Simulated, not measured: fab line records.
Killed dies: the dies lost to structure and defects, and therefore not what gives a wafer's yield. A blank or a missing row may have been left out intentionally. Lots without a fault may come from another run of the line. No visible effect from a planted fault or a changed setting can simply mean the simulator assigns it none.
A lot that was struck, set against a sound lot || flow rit_cmos || 15 out of 202 route steps
Sound: these wafers, L317.2, L317.3, L317.6. Wafers L327.1, L327.5, L327.6 were the ones struck. At the end, the cause is stated.
For every step that has rows: the tool of each side, followed by ch and its chambers, followed by its first start. Under that, the readings that differ: sound wafers || struck wafers || difference of the means || sigmas: that difference in standard deviations of wafers without a fault.
alike: same words and numbers on both sides, and readings whose means sit less than 2 such deviations apart. not compared: any withheld reading, any reading some wafer has no value for, any bound like >300 that may hide the same value, and any number with overlapping values for which the record gives no deviation.
The two part at a step that has a row with sigmas, a row that says differs or no value, or rows on one side only. When numbers do not overlap yet have no deviation, they are printed without sigmas and do not part them. A reading missing from all wafers of one side parts the sides only when that side holds two or more wafers.

RIT_SILICIDE_RTA_06: time 10 s, ramp up 5 s, ramp down 10 s.
  sound on rtp_anneal-02 ch 0, day 3 20:59; struck on rtp_anneal-02 ch 0, day 5 22:20
  alike: wafer_temp_C_max
RIT_CONTACT_CVD_00: deposits SiO2 from TEOS, target thk 400 nm, time 61 s.
  sound on pecvd-01 ch 1,2, day 3 21:02; struck on pecvd-03 ch 0,1,2, day 5 22:25
  alike: heater_power_w
  not compared: since_wet_clean_h
RIT_CONTACT_THK_MEAS_01:
  struck on film_metro-04, day 5 22:28; sound on film_metro-03, day 3 21:06
  alike: CONTACT_TEOS_THK
then, 6 steps without rows for these wafers: RIT_CONTACT_HMDS_02 (prime time 60 s); RIT_CONTACT_COAT_03 (resist thk 1000 nm); RIT_CONTACT_SOFTBAKE_04 (time 60 s); RIT_CONTACT_EXPOSE_05 (exposes mask M11, target cd 1000 nm); RIT_CONTACT_PEB_06; RIT_CONTACT_DEVELOP_07 (develop time 120 s).
RIT_CONTACT_CD_MEAS_08 targets a cd of 1000 nm.
  struck on cd_sem-01, day 5 23:37; sound on cd_sem-02, day 3 22:08
{"reading": "cd_nm (nm)", "sound": "1003.7 1000.4 999.9", "struck": "998.1 996.6 996.7", "difference": -4.2, "sigmas": -2}
RIT_CONTACT_OVL_MEAS_09:
  struck on overlay-01, day 5 23:44; sound on overlay-01, day 3 22:15
  alike: CONTACT_OVL
then, 1 step without rows for these wafers: RIT_CONTACT_HARDBAKE_10 (time 60 s).
RIT_CONTACT_ETCH_11: etches SiO2 in CHF3/CF4/Ar, stops on TiSi2, target depth 480 nm, time 320 s.
  sound on rie_diel-04 ch 0,1,3, day 3 22:26; struck on rie_diel-01 ch 2,3, day 5 23:55
{"reading": "run_length_s (s)", "sound": "348.6 348.8 348.5", "struck": "476.2 475.9 476.8", "difference": "+127.7", "sigmas": "+99 or more"}
{"reading": "model.NOVOLAK_of_CONTACT_COAT_03.thk_nm (nm)", "sound": "770.1 768.8 771.6", "struck": "723.3 724.7 722", "difference": -46.8, "sigmas": ""}
  alike: CHF3_flow_sccm, drypump_motor_current_A, oes_product_au, throttle_valve_pct
  not compared: rf_hours_counter_h
RIT_CONTACT_STRIP_12: strips in O2, time 180 s.
  sound on plasma_asher-01 ch 1, day 3 22:37; struck on plasma_asher-02 ch 0,1, day 6 00:07
  alike: drypump_motor_current_A, o2_flow_sccm
  not compared: rf_hours_counter_h
RIT_M1_PROBE_99:
  struck on prober-02, day 6 04:46; sound on prober-02, day 4 03:22
{"reading": "model.etest.nldd.width_nm (nm)", "sound": "3181 3172 3173", "struck": "3099 3112 3116", "difference": -66, "sigmas": ""}
{"reading": "model.etest.pldd.width_nm (nm)", "sound": "3178 3161 3170", "struck": "3109 3099 3111", "difference": -63, "sigmas": ""}
{"reading": "model.etest.nplus_sal.width_nm (nm)", "sound": "3471 3423 3439", "struck": "3370 3374 3392", "difference": -66, "sigmas": ""}
{"reading": "model.etest.pplus_sal.width_nm (nm)", "sound": "3457 3463 3437", "struck": "3375 3360 3376", "difference": -82, "sigmas": ""}
{"reading": "model.etest.nmos_narrow.drive_ua_um", "sound": "207.2 201.3 205.4", "struck": "201.1 198.8 198.5", "difference": -5.2, "sigmas": ""}
{"reading": "model.etest.pmos_narrow.drive_ua_um", "sound": "93.71 89.86 93.04", "struck": "88.93 89.68 88.97", "difference": -3.01, "sigmas": ""}
{"reading": "model.etest.nmos_0p15.junction_log10_a_um", "sound": "-13.54 -13.65 -13.69", "struck": "-11.28 -11.22 -11.32", "difference": "+2.35", "sigmas": ""}
{"reading": "model.etest.nmos_narrow.off_log10_a_um", "sound": "-13.39 -13.43 -13.52", "struck": "-11.28 -11.22 -11.32", "difference": "+2.17", "sigmas": ""}
  alike: killed_at_M0_to_M3, killed_at_front_end, killed_dies, killed_open, killed_short

== WHERE THEY PART ==
Last at RIT_CONTACT_ETCH_11 as far as this record goes, first at RIT_CONTACT_CD_MEAS_08. Later steps at which nothing parts them and some readings are alike: RIT_CONTACT_STRIP_12, RIT_M1_PROBE_99.

WHY: whatever the simulator had introduced
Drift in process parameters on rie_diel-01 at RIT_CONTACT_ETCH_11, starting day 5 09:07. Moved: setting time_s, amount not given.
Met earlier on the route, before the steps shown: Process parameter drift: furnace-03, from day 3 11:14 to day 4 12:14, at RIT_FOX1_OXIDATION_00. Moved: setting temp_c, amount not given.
